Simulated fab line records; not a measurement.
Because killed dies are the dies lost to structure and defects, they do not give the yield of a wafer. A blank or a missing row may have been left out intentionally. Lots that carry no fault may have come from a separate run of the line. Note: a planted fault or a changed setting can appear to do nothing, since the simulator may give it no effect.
Which tool did it? / flow berkeley cmos170 / 11 lots with 33 wafers sampled at 7 steps, on a route of 331 steps

## WHAT EACH GAUGE READ, for each wafer
UCB170_NWELL_THK_MEAS_02.
lot=L364; measured=day 1 23:40; on=film metro-02; NWELL_OXIDE_THK (nm)=25.7 26.2 25.4
lot=L365; measured=day 2 09:32; on=film metro-02; NWELL_OXIDE_THK (nm)=26.3 26.7 26.3
lot=L366; measured=day 2 15:37; on=film metro-02; NWELL_OXIDE_THK (nm)=25.9 26.4 26.0
lot=L367; measured=day 2 20:29; on=film metro-02; NWELL_OXIDE_THK (nm)=26.3 26.2 26.3
lot=L369; measured=day 3 07:49; on=film metro-02; NWELL_OXIDE_THK (nm)=25.7 25.8 25.7
lot=L370; measured=day 3 11:55; on=film metro-02; NWELL_OXIDE_THK (nm)=26.3 26.1 26.2
lot=L372; measured=day 3 23:20; on=film metro-02; NWELL_OXIDE_THK (nm)=25.8 26.3 26.1
lot=L373; measured=day 4 06:42; on=film metro-04; NWELL_OXIDE_THK (nm)=25.3 25.2 25.6
lot=L375; measured=day 4 15:18; on=film metro-02; NWELL_OXIDE_THK (nm)=26.1 25.6 25.9
lot=L376; measured=day 4 15:22; on=film metro-02; NWELL_OXIDE_THK (nm)=25.9 26.6 25.6
lot=L378; measured=day 4 23:11; on=film metro-02; NWELL_OXIDE_THK (nm)=26.0 25.3 26.3

UCB170_ACTIVE_CD_MEAS_13: the cd target is 1200 nm.
lot=L364; measured=day 4 19:17; on=cd sem-02; cd nm (nm)=1198.7 1199.0 1198.7
lot=L365; measured=day 5 11:09; on=cd sem-02; cd nm (nm)=1200.0 1200.0 1200.6
lot=L366; measured=day 5 10:36; on=cd sem-01; cd nm (nm)=1199.6 1199.8 1200.6
lot=L367; measured=day 5 10:46; on=cd sem-01; cd nm (nm)=1199.4 1197.6 1198.8
lot=L369; measured=day 6 03:32; on=cd sem-01; cd nm (nm)=1201.8 1200.1 1202.5
lot=L370; measured=day 6 13:22; on=cd sem-02; cd nm (nm)=1199.0 1201.3 1200.2
lot=L372; measured=day 6 20:01; on=cd sem-01; cd nm (nm)=1199.2 1198.8 1196.7
lot=L373; measured=day 7 05:08; on=cd sem-02; cd nm (nm)=1199.8 1199.0 1200.1
lot=L375; measured=day 7 12:52; on=cd sem-01; cd nm (nm)=1201.4 1201.8 1202.7
lot=L376; measured=day 7 13:10; on=cd sem-02; cd nm (nm)=1200.0 1197.8 1199.9
lot=L378; measured=day 7 19:20; on=cd sem-02; cd nm (nm)=1199.2 1198.9 1199.0

UCB170_FIELD_THK_MEAS_02.
lot=L364; measured=day 5 07:30; on=film metro-04; FIELD_OXIDE_THK (nm)=554 555 560
lot=L365; measured=day 5 20:55; on=film metro-03; FIELD_OXIDE_THK (nm)=562 569 568
lot=L366; measured=day 5 20:51; on=film metro-03; FIELD_OXIDE_THK (nm)=554 548 547
lot=L367; measured=day 5 20:52; on=film metro-04; FIELD_OXIDE_THK (nm)=563 564 575
lot=L369; measured=day 6 14:14; on=film metro-03; FIELD_OXIDE_THK (nm)=561 559 554
lot=L370; measured=day 6 23:53; on=film metro-03; FIELD_OXIDE_THK (nm)=572 567 563
lot=L372; measured=day 7 07:07; on=film metro-04; FIELD_OXIDE_THK (nm)=565 549 568
lot=L373; measured=day 7 14:20; on=film metro-03; FIELD_OXIDE_THK (nm)=555 558 548
lot=L375; measured=day 7 22:08; on=film metro-01; FIELD_OXIDE_THK (nm)=324 325 332
lot=L376; measured=day 7 22:08; on=film metro-04; FIELD_OXIDE_THK (nm)=299 309 305
lot=L378; measured=day 8 06:57; on=film metro-03; FIELD_OXIDE_THK (nm)=563 555 561

UCB170_FIELD_THK_MEAS_90.
lot=L364; measured=day 5 17:17; on=film metro-04; FIELD_OXIDE_LEFT_1_THK (nm)=439 439 444
lot=L365; measured=day 6 08:14; on=film metro-04; FIELD_OXIDE_LEFT_1_THK (nm)=444 452 450
lot=L366; measured=day 6 08:15; on=film metro-03; FIELD_OXIDE_LEFT_1_THK (nm)=436 431 429
lot=L367; measured=day 6 08:13; on=film metro-03; FIELD_OXIDE_LEFT_1_THK (nm)=447 449 459
lot=L369; measured=day 7 04:39; on=film metro-04; FIELD_OXIDE_LEFT_1_THK (nm)=444 443 437
lot=L370; measured=day 7 14:54; on=film metro-03; FIELD_OXIDE_LEFT_1_THK (nm)=454 451 446
lot=L372; measured=day 7 16:43; on=film metro-03; FIELD_OXIDE_LEFT_1_THK (nm)=448 432 451
lot=L373; measured=day 7 23:38; on=film metro-03; FIELD_OXIDE_LEFT_1_THK (nm)=439 442 432
lot=L375; measured=day 8 05:15; on=film metro-04; FIELD_OXIDE_LEFT_1_THK (nm)=209 210 217
lot=L376; measured=day 8 05:15; on=film metro-03; FIELD_OXIDE_LEFT_1_THK (nm)=184 193 189
lot=L378; measured=day 8 16:45; on=film metro-04; FIELD_OXIDE_LEFT_1_THK (nm)=445 438 444

UCB170_NVT_OVL_MEAS_06.
lot=L364; measured=day 6 18:11; on=overlay-01; NVT_OVL (nm)=-3 -3 3
lot=L365; measured=day 7 07:10; on=overlay-02; NVT_OVL (nm)=6 0 5
lot=L366; measured=day 7 07:43; on=overlay-02; NVT_OVL (nm)=4 4 6
lot=L367; measured=day 7 07:47; on=overlay-01; NVT_OVL (nm)=-2 -5 -1
lot=L369; measured=day 7 22:47; on=overlay-02; NVT_OVL (nm)=1 -3 5
lot=L370; measured=day 8 08:34; on=overlay-01; NVT_OVL (nm)=-2 -6 -3
lot=L372; measured=day 8 08:49; on=overlay-02; NVT_OVL (nm)=-2 -2 2
lot=L373; measured=day 8 19:27; on=overlay-02; NVT_OVL (nm)=-2 0 -4
lot=L375; measured=day 9 02:13; on=overlay-02; NVT_OVL (nm)=1 0 1
lot=L376; measured=day 9 02:08; on=overlay-01; NVT_OVL (nm)=6 1 2
lot=L378; measured=day 9 13:54; on=overlay-01; NVT_OVL (nm)=-2 -4 -4

UCB170_FIELD_THK_MEAS_91.
lot=L364; measured=day 6 20:22; on=film metro-04; FIELD_OXIDE_LEFT_2_THK (nm)=348 350 355
lot=L365; measured=day 7 13:01; on=film metro-03; FIELD_OXIDE_LEFT_2_THK (nm)=356 364 362
lot=L366; measured=day 7 13:05; on=film metro-03; FIELD_OXIDE_LEFT_2_THK (nm)=348 343 342
lot=L367; measured=day 7 13:06; on=film metro-04; FIELD_OXIDE_LEFT_2_THK (nm)=360 362 372
lot=L369; measured=day 8 01:11; on=film metro-01; FIELD_OXIDE_LEFT_2_THK (nm)=355 354 348
lot=L370; measured=day 8 10:34; on=film metro-01; FIELD_OXIDE_LEFT_2_THK (nm)=367 363 358
lot=L372; measured=day 8 10:48; on=film metro-03; FIELD_OXIDE_LEFT_2_THK (nm)=360 345 363
lot=L373; measured=day 8 22:57; on=film metro-03; FIELD_OXIDE_LEFT_2_THK (nm)=350 353 344
lot=L375; measured=day 9 05:01; on=film metro-04; FIELD_OXIDE_LEFT_2_THK (nm)=122 123 130
lot=L376; measured=day 9 04:46; on=film metro-01; FIELD_OXIDE_LEFT_2_THK (nm)=95 104 100
lot=L378; measured=day 9 16:50; on=film metro-01; FIELD_OXIDE_LEFT_2_THK (nm)=357 350 356

## EACH LOT AND THE TOOL THAT RAN IT (in order: tool; ch and the chambers of the sampled wafers; start)
lot=L364; UCB170_FIELD_OXIDATION_01=furnace-02 ch 0, day 5 04:29
lot=L365; UCB170_FIELD_OXIDATION_01=furnace-02 ch 0, day 5 17:51
lot=L366; UCB170_FIELD_OXIDATION_01=furnace-02 ch 0, day 5 17:51
lot=L367; UCB170_FIELD_OXIDATION_01=furnace-02 ch 0, day 5 17:51
lot=L369; UCB170_FIELD_OXIDATION_01=furnace-02 ch 0, day 6 11:14
lot=L370; UCB170_FIELD_OXIDATION_01=furnace-04 ch 0, day 6 20:42
lot=L372; UCB170_FIELD_OXIDATION_01=furnace-01 ch 0, day 7 04:07
lot=L373; UCB170_FIELD_OXIDATION_01=furnace-01 ch 0, day 7 11:19
lot=L375; UCB170_FIELD_OXIDATION_01=furnace-04 ch 0, day 7 19:07
lot=L376; UCB170_FIELD_OXIDATION_01=furnace-04 ch 0, day 7 19:07
lot=L378; UCB170_FIELD_OXIDATION_01=furnace-02 ch 0, day 8 03:48
- UCB170_FIELD_OXIDATION_01: target thk 558.3 nm, ox time 7200 s.

## AS READ BY THE TOOLS THEMSELVES (means over the sampled wafers that have a number; for cases with no such wafer, the mark the record gives instead)
The record holds no such reading with a usual standard deviation.

## THE ANSWER, worked out from the rows above alone
Rule: the lots themselves supply what counts as usual. Put in order of their means at a reading, lots are off if they are a third of the lots or fewer, leave a main group of 4 or more, and stand apart from it by a gap of 3 or more times the standard deviation of the main group's means; of several such gaps the widest counts. The tables above print the reading to a certain number of digits; a main group whose means all agree to those digits is not used. Also off: a lot with no number at a reading for which 4 or more lots have one. The other lots that the step has rows for count as sound. Order of review: gauges by route order, followed by the tools' own readings, for which a lot's mean as printed above is used. The first step at which some lot is off is used, and at that step the reading that is off furthest; a lot without a number counts as furthest.
Off: at UCB170_FIELD_THK_MEAS_02 (FIELD_OXIDE_THK), L375, L376. Mean 560 nm and standard deviation 5.9 in the main group.
A tool fits if, at a process step before that reading, it ran every lot that is off, and no sound lot after the first of them. Gauges at UCB170_FIELD_THK_MEAS_02: tried the same way as those tools. One candidate fits, namely furnace-04 at UCB170_FIELD_OXIDATION_01. Its last sound lot is L370 (day 6 20:42), its first lot that is off L375 (day 7 19:07): a fault that began between those two fits.

## WHAT WAS PUT IN BY THE SIMULATOR
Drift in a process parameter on furnace-04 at UCB170_FIELD_OXIDATION_01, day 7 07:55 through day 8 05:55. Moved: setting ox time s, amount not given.
Lots struck among those shown: L375, L376. The rule above reached the same finding.
